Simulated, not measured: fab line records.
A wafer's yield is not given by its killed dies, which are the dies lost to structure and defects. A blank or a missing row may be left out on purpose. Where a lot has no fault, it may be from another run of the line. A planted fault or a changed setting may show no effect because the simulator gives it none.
fab line records	flow berkeley-cmos170	part 1 of 2: steps 1 to 29 of 40
[record] lots = 5	wafers = 15	last-day = 11
route steps=331 shown NWELL@26 PWELL@34 WELLDRIVE@55 ACTIVE@60
lots that met no fault: taken from a fault-free run of the same line
start-h: hours from the record's opening day to when the first of the lot's shown wafers began	wait-h: hours since the lot's step before	" as in the row above	L1.1+2: one row covering several wafers at once	- no value, or no start was given	* or withheld: withheld	< > ~ a bound
route shown NAME@n: NAME is a module with steps in the file, n the number in the route of the first one	usual: the fault-free wafers' mean and standard deviation	same: alike in all rows	chamber/n: place in a boat	sites: the reading at each site	_std_site: the standard deviation of these	_edge_site: mean of outer sites minus mean of inner sites	radius-mm: for every site, how far away it sits from the centre of the wafer	mask NAME#n: copy n	behind: the most recent tool/chamber to have shaped the wafer	hold: why the lot was held/for how many hours/how that ended	device: the transistor (n, p or np) that didn't switch	end of line: at the end of the route, the tests of the same wafers	step lacking rows: just its recipe	killed: dies lost to structure and defects at the first sort, not the wafer's yield	map: shows each die of a wafer: x if killed, . if not, _ if none is there
set.NAME: the setting as run; set.NAME@STEP: as run at that earlier step	model.NAME: the simulator's own value behind a step, which no gauge read
certain route steps with their lots: each step a table, each wafer a row
services: when a tool's chamber went out of use (start-h, in hours from the record's first day, below 0 if earlier), for how many hours, and the reason
[[steps]]
[step UCB170_NWELL_OVL_MEAS_12]
[usual] NWELL_OVL = 2/6.3
lot.wafer	tool	chamber	start-h	wait-h	NWELL_OVL[nm]
L074.2	overlay-01	-	30.36	-	-1
L074.5	"	-	"	"	2
L074.6	"	-	"	"	-12
L079.2	overlay-02	-	61.28	-	3
L079.3	"	-	"	"	10
L079.4	"	-	"	"	7
L082.1	overlay-01	-	74.68	-	-9
L082.4	"	-	"	"	-6
L082.6	"	-	"	"	-2
L085.2	overlay-01	-	86.30	-	5
L085.3	"	-	"	"	2
L085.4	"	-	"	"	2
L097.1	overlay-01	-	149.20	-	0
L097.3	"	-	"	"	-1
L097.4	"	-	"	"	9
[step UCB170_NWELL_ETCH_13]
[recipe] chemistry = CH3F/Ar/O2	target = Si3N4	stop-on = SiO2	CH3F_flow_sccm = 20	Ar_flow_sccm = 50	O2_flow_sccm = 7	pressure-mtorr = 50	rf-w = 450	target-depth-a = 2464	over-etch-frac = 0.1	time-s = 154
[usual] drypump-motor-current-A = 5.6/0.4	mfc-ar-sccm = 49.99/0.17	oes-product-au = 0.939/0.013	throttle-valve-pct = 8.05/0.095
lot.wafer	tool	chamber	start-h	wait-h	drypump-motor-current-A	mfc-ar-sccm	oes-product-au	rf-hours-counter-h	throttle-valve-pct
L074.2	rie-diel-02	1	30.39	0.0	5.5	49.72	0.932	16	8.13
L074.5	"	1	"	"	5.5	49.78	0.936	-	8.13
L074.6	"	0	"	"	5.6	50.18	0.954	-	8.06
L079.2	rie-diel-02	3	61.31	0.0	5.4	49.76	0.920	103	7.96
L079.3	"	0	"	"	5.6	49.87	0.951	120	8.09
L079.4	"	1	"	"	5.5	49.85	0.938	17	8.12
L082.1	rie-diel-02	0	74.72	0.0	5.6	50.20	0.950	121	8.06
L082.4	"	1	"	"	5.5	49.88	0.941	17	8.13
L082.6	"	1	"	"	5.5	49.94	0.946	-	8.13
L085.2	rie-diel-03	0	86.33	0.0	5.7	49.95	0.937	92	7.81
L085.3	"	3	"	"	6.0	49.72	0.944	77	8.13
L085.4	"	0	"	"	5.7	50.08	0.950	-	7.82
L097.1	rie-diel-03	2	149.23	0.0	6.2	50.03	0.936	38	8.08
L097.3	"	0	"	"	5.7	50.12	0.959	94	7.82
L097.4	"	3	"	"	5.9	50.06	0.967	80	8.14
[step UCB170_NWELL_IMPLANT_14]
[recipe] species = P	dose-cm2 = 1e+13	energy-kev = 150	tilt-deg = 7
[usual] beam-on-s = 10.01/0.21
lot.wafer	tool	chamber	start-h	wait-h	beam-on-s
L074.2	implanter-04	0	30.51	0.1	10.10
L074.5	"	0	"	"	9.99
L074.6	"	0	"	"	9.92
L079.2	implanter-04	0	61.44	0.1	10.13
L079.3	"	0	"	"	10.21
L079.4	"	0	"	"	9.90
L082.1	implanter-02	0	74.82	0.1	10.32
L082.4	"	0	"	"	10.03
L082.6	"	0	"	"	9.80
L085.2	implanter-02	0	86.46	0.1	10.03
L085.3	"	0	"	"	9.94
L085.4	"	0	"	"	9.94
L097.1	implanter-04	0	149.34	0.1	10.39
L097.3	"	0	"	"	10.12
L097.4	"	0	"	"	9.59
[step UCB170_NWELL_STRIP_15]
[recipe] chemistry = O2	power-w = 400	pressure-mtorr = 3500	platen-temp-c = withheld	o2-flow-sccm = 400	overash-fraction = 0.5
[usual] drypump-motor-current-A = 5.5/0.34	oes-product-au = 0.721/0.0047	strip-time-to-endpoint-s = 18.08/0.13
lot.wafer	tool	chamber	start-h	wait-h	drypump-motor-current-A	oes-product-au	rf-hours-counter-h	strip-time-to-endpoint-s
L074.2	plasma-asher-01	0	30.64	0.1	5.4	0.715	36	18.20
L074.5	"	1	"	"	5.6	0.722	-	18.20
L074.6	"	0	"	"	5.4	0.721	-	18.27
L079.2	plasma-asher-03	0	61.56	0.1	6.1	0.717	36	18.00
L079.3	"	0	"	"	6.1	0.717	-	18.25
L079.4	"	1	"	"	6.1	0.712	-	18.06
L082.1	plasma-asher-01	0	74.97	0.1	5.4	0.720	41	18.26
L082.4	"	0	"	"	5.4	0.724	-	18.06
L082.6	"	1	"	"	5.6	0.722	-	18.03
L085.2	plasma-asher-04	0	86.58	0.1	5.0	0.727	26	18.07
L085.3	"	1	"	"	5.5	0.719	-	18.22
L085.4	"	0	"	"	5.0	0.722	-	18.11
L097.1	plasma-asher-04	0	149.49	0.1	5.1	0.723	33	18.05
L097.3	"	1	"	"	5.5	0.716	-	18.14
L097.4	"	0	"	"	5.1	0.727	-	18.20
[step UCB170_NWELL_TW_MEAS_16]
[usual] NWELL_TW = 1244/17
lot.wafer	tool	chamber	start-h	wait-h	NWELL_TW
L074.2	film-metro-01	-	30.75	0.1	1257
L074.5	"	-	"	"	1261
L074.6	"	-	"	"	1263
L079.2	film-metro-02	-	61.67	0.1	1228
L079.3	"	-	"	"	1229
L079.4	"	-	"	"	1230
L082.1	film-metro-02	-	75.07	0.1	1230
L082.4	"	-	"	"	1228
L082.6	"	-	"	"	1230
L085.2	film-metro-01	-	86.69	0.1	1265
L085.3	"	-	"	"	1262
L085.4	"	-	"	"	1266
L097.1	film-metro-02	-	149.59	0.1	1242
L097.3	"	-	"	"	1235
L097.4	"	-	"	"	1232
[step UCB170_NWELL_CLEAN_17]
[recipe] chemistry = SPM	temp-c = 120	time-s = 600
lot.wafer	tool	chamber	start-h	wait-h
L074.2+5+6	wet-bench-03	3	31.57	0.8
L079.2+3+4	wet-bench-01	3	61.83	0.1
L082.1+4+6	wet-bench-01	3	75.13	0.1
L085.2+3+4	wet-bench-01	2	88.71	2.0
L097.1+3+4	wet-bench-04	2	149.65	0.1
[step UCB170_NWELL_WET_ETCH_18]
[recipe] chemistry = H3PO4	target = Si3N4	temp-c = 160	time-s = 14400
lot.wafer	tool	chamber	start-h	wait-h
L074.2+5+6	wet-bench-03	2	31.76	0.0
L079.2+3+4	wet-bench-04	0	62.12	0.1
L082.1+4+6	wet-bench-01	2	75.31	0.0
L085.2+3+4	wet-bench-01	2	89.25	0.4
L097.1+3+4	wet-bench-04	2	150.00	0.2
[step UCB170_NWELL_WET_ETCH_19]
[recipe] chemistry = BOE	dilution = 5:1	target = SiO2	temp-c = 25	time-s = 22
lot.wafer	tool	chamber	start-h	wait-h
L074.2+5+6	wet-bench-03	1	35.76	0.0
L079.2+3+4	wet-bench-01	0	70.32	0.2
L082.1+4+6	wet-bench-04	2	79.32	0.0
L085.2+3+4	wet-bench-01	3	93.68	0.4
L097.1+3+4	wet-bench-04	0	154.18	0.2
[step UCB170_PWELL_CLEAN_00]
[recipe] chemistry = SPM	temp-c = 120	time-s = 600
lot.wafer	tool	chamber	start-h	wait-h
L074.2+5+6	wet-bench-03	3	35.78	0.0
L079.2+3+4	wet-bench-04	1	70.48	0.2
L082.1+4+6	wet-bench-01	1	79.33	0.0
L085.2+3+4	wet-bench-01	2	93.69	0.0
L097.1+3+4	wet-bench-01	1	156.15	2.0
[step UCB170_PWELL_CLEAN_01]
[recipe] chemistry = dHF	dilution = 25:1	time-s = 60
lot.wafer	tool	chamber	start-h	wait-h
L074.2+5+6	wet-bench-01	3	35.95	0.0
L079.2+3+4	wet-bench-04	2	70.86	0.2
L082.1+4+6	wet-bench-04	2	79.51	0.0
L085.2+3+4	wet-bench-01	0	93.87	0.0
L097.1+3+4	wet-bench-01	1	156.74	0.4
[step UCB170_PWELL_OXIDATION_02]
[recipe] temp-c = 1000	ambient = O2	target-thk-a = 264	ox-time-s = 1260
[usual] tube-center-temp-C = 1000/0.088	zone-power-centre-pct = 46/5.2
lot.wafer	tool	chamber	start-h	wait-h	tube-center-temp-C	zone-power-centre-pct
L074.2	furnace-01	0	41.59	5.6	1000	52
L074.5	"	0	"	"	999.92	52
L074.6	"	0	"	"	999.96	52
L079.2	furnace-01	0	71.99	1.1	999.96	51
L079.3	"	0	"	"	999.98	52
L079.4	"	0	"	"	999.9	52
L082.1	furnace-03	0	83.15	3.6	999.94	48
L082.4	"	0	"	"	1000.3	48
L082.6	"	0	"	"	1000	48
L085.2	furnace-04	0	100.10	6.2	999.93	40
L085.3	"	0	"	"	999.96	40
L085.4	"	0	"	"	999.96	39
L097.1	furnace-03	0	159.02	2.3	999.91	48
L097.3	"	0	"	"	1000.1	48
L097.4	"	0	"	"	1000.1	48
[step UCB170_PWELL_THK_MEAS_03]
[recipe] reads = SiO2_of_PWELL_OXIDATION_02
[usual] PWELL_OXIDE_THK = 26.3/0.49
lot.wafer	tool	chamber	start-h	wait-h	PWELL_OXIDE_THK[nm]
L074.2	film-metro-02	-	42.95	0.0	27.0
L074.5	"	-	"	"	26.9
L074.6	"	-	"	"	26.7
L079.2	film-metro-03	-	73.41	0.1	26.8
L079.3	"	-	"	"	26.5
L079.4	"	-	"	"	26.6
L082.1	film-metro-02	-	84.50	0.0	26.3
L082.4	"	-	"	"	25.8
L082.6	"	-	"	"	26.2
L085.2	film-metro-02	-	101.53	0.1	26.0
L085.3	"	-	"	"	26.1
L085.4	"	-	"	"	26.1
L097.1	film-metro-03	-	160.37	0.0	25.6
L097.3	"	-	"	"	26.1
L097.4	"	-	"	"	25.7
[step UCB170_PWELL_ANNEAL_04]
[recipe] temp-c = 1000	time-s = 900	ambient = N2
[usual] tube-center-temp-C = 1000/0.094	zone-power-centre-pct = 45/5.8
lot.wafer	tool	chamber	start-h	wait-h	tube-center-temp-C	zone-power-centre-pct
L074.2	furnace-04	0	48.04	5.1	1000	40
L074.5	"	0	"	"	999.94	39
L074.6	"	0	"	"	1000.1	40
L079.2	furnace-01	0	75.01	1.6	999.93	52
L079.3	"	0	"	"	999.93	52
L079.4	"	0	"	"	999.95	52
L082.1	furnace-03	0	85.84	1.3	999.99	49
L082.4	"	0	"	"	999.96	49
L082.6	"	0	"	"	1000.1	48
L085.2	furnace-04	0	105.62	4.1	999.97	40
L085.3	"	0	"	"	1000.1	39
L085.4	"	0	"	"	999.99	39
L097.1	furnace-03	0	163.20	2.8	999.96	48
L097.3	"	0	"	"	1000	48
L097.4	"	0	"	"	1000.1	47
[step UCB170_PWELL_CVD_05]
[recipe] material = Si3N4	target-thk-nm = 220	temp-c = 800	precursor = SiH2Cl2/NH3	time-s = 3300	pressure-mtorr = 200	sih2cl2-flow-sccm = 25	nh3-flow-sccm = 75
[usual] zone-power-centre-pct = 35.7/1.1
lot.wafer	tool	chamber	start-h	wait-h	zone-power-centre-pct
L074.2	lpcvd-02	1	49.95	0.7	34.9
L074.5	"	1	"	"	35.1
L074.6	"	1	"	"	34.6
L079.2	lpcvd-02	0	76.26	0.0	36.3
L079.3	"	0	"	"	37.0
L079.4	"	0	"	"	36.4
L082.1	lpcvd-02	0	87.09	0.0	37.2
L082.4	"	0	"	"	36.8
L082.6	"	0	"	"	37.3
L085.2	lpcvd-02	1	107.55	0.7	35.3
L085.3	"	1	"	"	35.3
L085.4	"	1	"	"	35.0
L097.1	lpcvd-01	1	164.45	0.0	34.2
L097.3	"	1	"	"	34.3
L097.4	"	1	"	"	34.5
[step UCB170_PWELL_THK_MEAS_06]
[recipe] reads = Si3N4_of_PWELL_CVD_05
[usual] PWELL_NITRIDE_THK = 220.1/1.9
lot.wafer	tool	chamber	start-h	wait-h	PWELL_NITRIDE_THK[nm]
L074.2	film-metro-02	-	51.87	0.0	218.8
L074.5	"	-	"	"	218.9
L074.6	"	-	"	"	218.5
L079.2	film-metro-02	-	78.18	0.0	219.3
L079.3	"	-	"	"	220.2
L079.4	"	-	"	"	221.0
L082.1	film-metro-03	-	89.00	0.0	218.2
L082.4	"	-	"	"	221.3
L082.6	"	-	"	"	219.0
L085.2	film-metro-04	-	109.48	0.0	218.7
L085.3	"	-	"	"	218.4
L085.4	"	-	"	"	219.0
L097.1	film-metro-03	-	166.37	0.0	223.9
L097.3	"	-	"	"	223.1
L097.4	"	-	"	"	224.0
[step UCB170_PWELL_HMDS_07]
[recipe] prime-time-s = 60	prime-temp-c = 100
lot.wafer	tool	chamber	start-h	wait-h
L074.2+5+6	litho-track-01	0	52.04	0.2
L079.2+3+4	litho-track-04	0	78.61	0.4
L082.1+4+6	litho-track-03	0	89.06	0.1
L085.2+3+4	litho-track-04	0	109.55	0.1
L097.1+3+4	litho-track-01	0	166.43	0.1
[step UCB170_PWELL_COAT_08]
[recipe] resist = KrF	spin-rpm = 1500	resist-thk-nm = 900
lot.wafer	tool	chamber	start-h	wait-h
L074.2+5+6	litho-track-01	0	52.19	0.1
L079.2+3+4	litho-track-04	0	78.76	0.1
L082.1+4+6	litho-track-03	0	89.21	0.1
L085.2+3+4	litho-track-04	0	109.70	0.1
L097.1+3+4	litho-track-01	0	166.58	0.1
[step UCB170_PWELL_SOFTBAKE_09]
[recipe] resist = KrF	temp-c = 130	time-s = 60
[usual] plate-temp-C = 130.00/0.14
lot.wafer	tool	chamber	start-h	wait-h	plate-temp-C
L074.2	litho-track-01	0	52.34	0.1	129.84
L074.5	"	0	"	"	129.88
L074.6	"	0	"	"	129.86
L079.2	litho-track-04	0	78.91	0.1	130.08
L079.3	"	0	"	"	129.97
L079.4	"	0	"	"	130.12
L082.1	litho-track-03	0	89.36	0.1	130.26
L082.4	"	0	"	"	130.08
L082.6	"	0	"	"	130.31
L085.2	litho-track-04	0	109.85	0.1	130.03
L085.3	"	0	"	"	130.03
L085.4	"	0	"	"	130.09
L097.1	litho-track-01	0	166.73	0.1	129.84
L097.3	"	0	"	"	130.11
L097.4	"	0	"	"	130.04
[step UCB170_PWELL_EXPOSE_10]
[recipe] mask-id = PWELL	target-cd-nm = 3000	na = 0.5	sigma-outer = 0.6	source-shape = conventional	dose-mj = 19
[same] sigma-outer = 0.6
lot.wafer	tool	chamber	start-h	wait-h	mask
L074.2+5+6	krf-scanner-02	0	52.49	0.1	PWELL#0
L079.2+3+4	krf-scanner-02	0	79.25	0.3	PWELL#0
L082.1+4+6	krf-scanner-02	0	89.51	0.1	PWELL#0
L085.2+3+4	krf-scanner-02	0	110.00	0.1	PWELL#0
L097.1+3+4	krf-scanner-01	0	167.00	0.2	PWELL#0
[step UCB170_PWELL_PEB_11]
[recipe] peb-temp-c = 130	peb-time-s = withheld	resist = KrF
[usual] plate-temp-C = 129.99/0.15
lot.wafer	tool	chamber	start-h	wait-h	plate-temp-C
L074.2	litho-track-03	0	52.65	0.1	130.02
L074.5	"	0	"	"	130.18
L074.6	"	0	"	"	130.22
L079.2	litho-track-03	0	79.37	0.1	129.94
L079.3	"	0	"	"	130.15
L079.4	"	0	"	"	130.05
L082.1	litho-track-03	0	89.63	0.1	129.89
L082.4	"	0	"	"	130.26
L082.6	"	0	"	"	130.19
L085.2	litho-track-03	0	110.12	0.1	130.22
L085.3	"	0	"	"	130.21
L085.4	"	0	"	"	129.99
L097.1	litho-track-01	0	167.12	0.1	130.08
L097.3	"	0	"	"	129.93
L097.4	"	0	"	"	129.98
[step UCB170_PWELL_DEVELOP_12]
[recipe] developer = TMAH	develop-time-s = 45	resist = KrF	dev-temp-c = 21
lot.wafer	tool	chamber	start-h	wait-h
L074.2+5+6	litho-track-03	0	-	-
L079.2+3+4	litho-track-03	0	-	-
L082.1+4+6	litho-track-03	0	-	-
L085.2+3+4	litho-track-03	0	-	-
L097.1+3+4	litho-track-01	0	-	-
[step UCB170_PWELL_OVL_MEAS_13]
[usual] PWELL_OVL = -1/5.3
lot.wafer	tool	chamber	start-h	wait-h	PWELL_OVL[nm]
L074.2	overlay-01	-	52.90	-	-5
L074.5	"	-	"	"	-10
L074.6	"	-	"	"	-4
L079.2	overlay-01	-	79.63	-	3
L079.3	"	-	"	"	6
L079.4	"	-	"	"	4
L082.1	overlay-01	-	89.90	-	-8
L082.4	"	-	"	"	-5
L082.6	"	-	"	"	1
L085.2	overlay-02	-	110.38	-	6
L085.3	"	-	"	"	1
L085.4	"	-	"	"	-2
L097.1	overlay-02	-	167.39	-	-1
L097.3	"	-	"	"	8
L097.4	"	-	"	"	3
[step UCB170_PWELL_ETCH_14]
[recipe] chemistry = CH3F/Ar/O2	target = Si3N4	stop-on = SiO2	CH3F_flow_sccm = 20	Ar_flow_sccm = 50	O2_flow_sccm = 7	pressure-mtorr = 50	rf-w = 450	target-depth-a = 2420	over-etch-frac = 0.1	time-s = 151
[usual] drypump-motor-current-A = 5.95/0.26	mfc-ar-sccm = 50.00/0.15	oes-product-au = 0.944/0.012	throttle-valve-pct = 8.06/0.12
lot.wafer	tool	chamber	start-h	wait-h	drypump-motor-current-A	mfc-ar-sccm	oes-product-au	rf-hours-counter-h	throttle-valve-pct
L074.2	rie-diel-03	0	52.93	0.0	5.75	49.96	0.946	90	7.82
L074.5	"	2	"	"	6.17	50.11	0.939	-	8.07
L074.6	"	1	"	"	5.94	49.93	0.945	-	8.05
L079.2	rie-diel-01	3	79.66	0.0	5.53	50.24	0.949	148	8.09
L079.3	"	0	"	"	5.84	50.05	0.945	6	8.08
L079.4	"	2	"	"	5.91	50.29	0.943	3	8.27
L082.1	rie-diel-04	3	89.94	0.0	6.17	49.83	0.937	75	8.02
L082.4	"	0	"	"	6.16	50.14	0.960	117	7.94
L082.6	"	3	"	"	6.19	50.01	0.928	-	8.03
L085.2	rie-diel-04	1	110.41	0.0	5.63	50.37	0.923	157	8.11
L085.3	"	3	"	"	6.15	50.03	0.933	75	8.03
L085.4	"	3	"	"	6.17	50.07	0.929	-	8.01
L097.1	rie-diel-01	3	167.43	0.0	5.50	50.09	0.949	151	8.09
L097.3	"	2	"	"	5.89	50.12	0.953	6	8.27
L097.4	"	1	"	"	6.52	50.07	0.944	8	8.18
[step UCB170_PWELL_IMPLANT_15]
[recipe] species = B	dose-cm2 = 5e+12	energy-kev = 60	tilt-deg = 7
[usual] beam-on-s = 10.01/0.23
lot.wafer	tool	chamber	start-h	wait-h	beam-on-s
L074.2	implanter-01	0	53.06	0.1	10.32
L074.5	"	0	"	"	9.99
L074.6	"	0	"	"	9.85
L079.2	implanter-02	0	79.78	0.1	10.39
L079.3	"	0	"	"	10.30
L079.4	"	0	"	"	9.76
L082.1	implanter-01	0	90.04	0.1	9.86
L082.4	"	0	"	"	9.91
L082.6	"	0	"	"	9.74
L085.2	implanter-01	0	110.53	0.1	10.44
L085.3	"	0	"	"	9.91
L085.4	"	0	"	"	9.54
L097.1	implanter-02	0	167.53	0.1	10.20
L097.3	"	0	"	"	10.41
L097.4	"	0	"	"	10.22
[step UCB170_PWELL_STRIP_16]
[recipe] chemistry = O2	power-w = 400	pressure-mtorr = 3500	platen-temp-c = withheld	o2-flow-sccm = 400	overash-fraction = 0.5
[usual] drypump-motor-current-A = 5.6/0.37	oes-product-au = 0.721/0.0047	strip-time-to-endpoint-s = 18.16/0.1
lot.wafer	tool	chamber	start-h	wait-h	drypump-motor-current-A	oes-product-au	rf-hours-counter-h	strip-time-to-endpoint-s
L074.2	plasma-asher-02	0	53.18	0.1	5.0	0.723	30	18.01
L074.5	"	0	"	"	5.0	0.723	-	17.99
L074.6	"	1	"	"	5.8	0.718	-	18.07
L079.2	plasma-asher-02	1	79.91	0.1	5.8	0.722	33	18.02
L079.3	"	1	"	"	5.9	0.729	-	18.17
L079.4	"	0	"	"	5.0	0.713	-	18.19
L082.1	plasma-asher-02	1	90.19	0.1	5.9	0.723	34	18.18
L082.4	"	0	"	"	5.0	0.719	-	17.97
L082.6	"	0	"	"	5.0	0.719	-	18.11
L085.2	plasma-asher-02	0	110.66	0.1	5.0	0.716	36	18.18
L085.3	"	1	"	"	5.8	0.719	-	18.27
L085.4	"	0	"	"	5.0	0.713	-	18.25
L097.1	plasma-asher-03	1	167.68	0.1	6.0	0.726	5	18.11
L097.3	"	1	"	"	6.0	0.715	-	18.23
L097.4	"	0	"	"	6.1	0.713	-	18.27
[step UCB170_PWELL_TW_MEAS_17]
[usual] PWELL_TW = 375/3.1
lot.wafer	tool	chamber	start-h	wait-h	PWELL_TW
L074.2	film-metro-03	-	53.29	0.1	373
L074.5	"	-	"	"	370
L074.6	"	-	"	"	373
L079.2	film-metro-04	-	80.09	0.1	376
L079.3	"	-	"	"	380
L079.4	"	-	"	"	377
L082.1	film-metro-03	-	90.29	0.1	370
L082.4	"	-	"	"	372
L082.6	"	-	"	"	374
L085.2	film-metro-03	-	110.77	0.1	369
L085.3	"	-	"	"	371
L085.4	"	-	"	"	372
L097.1	film-metro-04	-	167.78	0.1	377
L097.3	"	-	"	"	378
L097.4	"	-	"	"	376
[step UCB170_PWELL_CLEAN_18]
[recipe] chemistry = SPM	temp-c = 120	time-s = 600
lot.wafer	tool	chamber	start-h	wait-h
L074.2+5+6	wet-bench-03	3	53.34	0.0
L079.2+3+4	wet-bench-01	1	83.77	3.7
L082.1+4+6	wet-bench-04	2	90.35	0.1
L085.2+3+4	wet-bench-03	0	110.82	0.0
L097.1+3+4	wet-bench-01	1	167.84	0.1
[step UCB170_PWELL_WET_ETCH_19]
[recipe] chemistry = H3PO4	target = Si3N4	temp-c = 160	time-s = 14400
lot.wafer	tool	chamber	start-h	wait-h
L074.2+5+6	wet-bench-03	3	53.52	0.0
L079.2+3+4	wet-bench-01	3	84.53	0.6
L082.1+4+6	wet-bench-04	2	90.54	0.0
L085.2+3+4	wet-bench-03	1	111.01	0.0
L097.1+3+4	wet-bench-01	0	168.01	0.0
[step UCB170_PWELL_WET_ETCH_20]
[recipe] chemistry = BOE	dilution = 5:1	target = SiO2	temp-c = 25	time-s = 22
lot.wafer	tool	chamber	start-h	wait-h
L074.2+5+6	wet-bench-03	1	57.72	0.2
L079.2+3+4	wet-bench-01	1	89.24	0.7
L082.1+4+6	wet-bench-01	2	94.92	0.0
L085.2+3+4	wet-bench-03	0	115.57	0.2
L097.1+3+4	wet-bench-01	2	172.02	0.0
